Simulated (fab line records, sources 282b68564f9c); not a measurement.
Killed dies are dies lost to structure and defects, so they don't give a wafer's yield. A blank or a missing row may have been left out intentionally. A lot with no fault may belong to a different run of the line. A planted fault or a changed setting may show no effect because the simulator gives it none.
Split-lot study + flow ritCmos + 23 wafers read from 5 lots, route of 202 steps

## ABOUT THE SPLIT
At RIT_SDANNEAL_CLEAN_02 (cleans in SC2, time 600 s), the setting timeS was moved away from the recipe's 600 s on 15 of the 23 wafers read, by -7.1% to +8.3%. The other wafers ran this setting at the recipe's value.

Reading taken at the split's own step.

## THE READING
poly-Si_of_GATE_CVD_08.thkNm (the simulator's own value, which no gauge read), in nm, at RIT_SDANNEAL_CLEAN_02 (cleans in SC2, time 600 s). There is no usual value for it anywhere in the file. Average 171.1 nm, standard deviation 4 nm, over the 8 wafers here run with the recipe.

| wafer  | tool, chamber at the split | timeS as run, s | against the recipe | poly-Si_of_GATE_CVD_08.thkNm, nm | against lot-mates on the recipe |
|--------|----------------------------|-----------------|--------------------|----------------------------------|---------------------------------|
| L076.1 | -, -                       | 649.9           | +8.3%              | 156.6                            | no lot-mate on the recipe       |
| L076.2 | -, -                       | 649.9           | +8.3%              | 150.7                            | no lot-mate on the recipe       |
| L076.3 | -, -                       | 649.9           | +8.3%              | 154.8                            | no lot-mate on the recipe       |
| L076.6 | -, -                       | 649.9           | +8.3%              | 154.8                            | no lot-mate on the recipe       |
| L076.4 | -, -                       | 649.9           | +8.3%              | 154.1                            | no lot-mate on the recipe       |
| L078.3 | wetBench-01, 2             | 600             | recipe             | 165.3                            | -                               |
| L078.5 | wetBench-01, 2             | 600             | recipe             | 167.5                            | -                               |
| L078.6 | wetBench-01, 2             | 600             | recipe             | 166.6                            | -                               |
| L081.1 | -, -                       | 557.2           | -7.1%              | 177.8                            | no lot-mate on the recipe       |
| L081.3 | -, -                       | 557.2           | -7.1%              | 175.7                            | no lot-mate on the recipe       |
| L081.4 | -, -                       | 557.2           | -7.1%              | 182.2                            | no lot-mate on the recipe       |
| L081.5 | -, -                       | 557.2           | -7.1%              | 177.5                            | no lot-mate on the recipe       |
| L081.6 | -, -                       | 557.2           | -7.1%              | 178                              | no lot-mate on the recipe       |
| L083.2 | -, -                       | 649.4           | +8.2%              | 157.6                            | no lot-mate on the recipe       |
| L083.3 | -, -                       | 649.4           | +8.2%              | 156.6                            | no lot-mate on the recipe       |
| L083.4 | -, -                       | 649.4           | +8.2%              | 156.5                            | no lot-mate on the recipe       |
| L083.5 | -, -                       | 649.4           | +8.2%              | 155.3                            | no lot-mate on the recipe       |
| L083.6 | -, -                       | 649.4           | +8.2%              | 156.1                            | no lot-mate on the recipe       |
| L084.1 | -, -                       | 600             | recipe             | 169.4                            | -                               |
| L084.3 | -, -                       | 600             | recipe             | 174.6                            | -                               |
| L084.4 | -, -                       | 600             | recipe             | 176.2                            | -                               |
| L084.5 | -, -                       | 600             | recipe             | 173.8                            | -                               |
| L084.6 | -, -                       | 600             | recipe             | 175                              | -                               |

FIT RESULTS
A straight line over all 23 wafers: poly-Si_of_GATE_CVD_08.thkNm changes by -1.56 nm for each +1% of timeS; r = -0.95; the points scatter about the line by 3.4 nm.
Too few moved wafers have a lot-mate on the recipe to fit a line with each lot's own level taken away.

## FILE'S OWN FIT
poly-Si_of_GATE_CVD_08.thkNm changes by -1.56 nm for each +1% of timeS, r = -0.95.
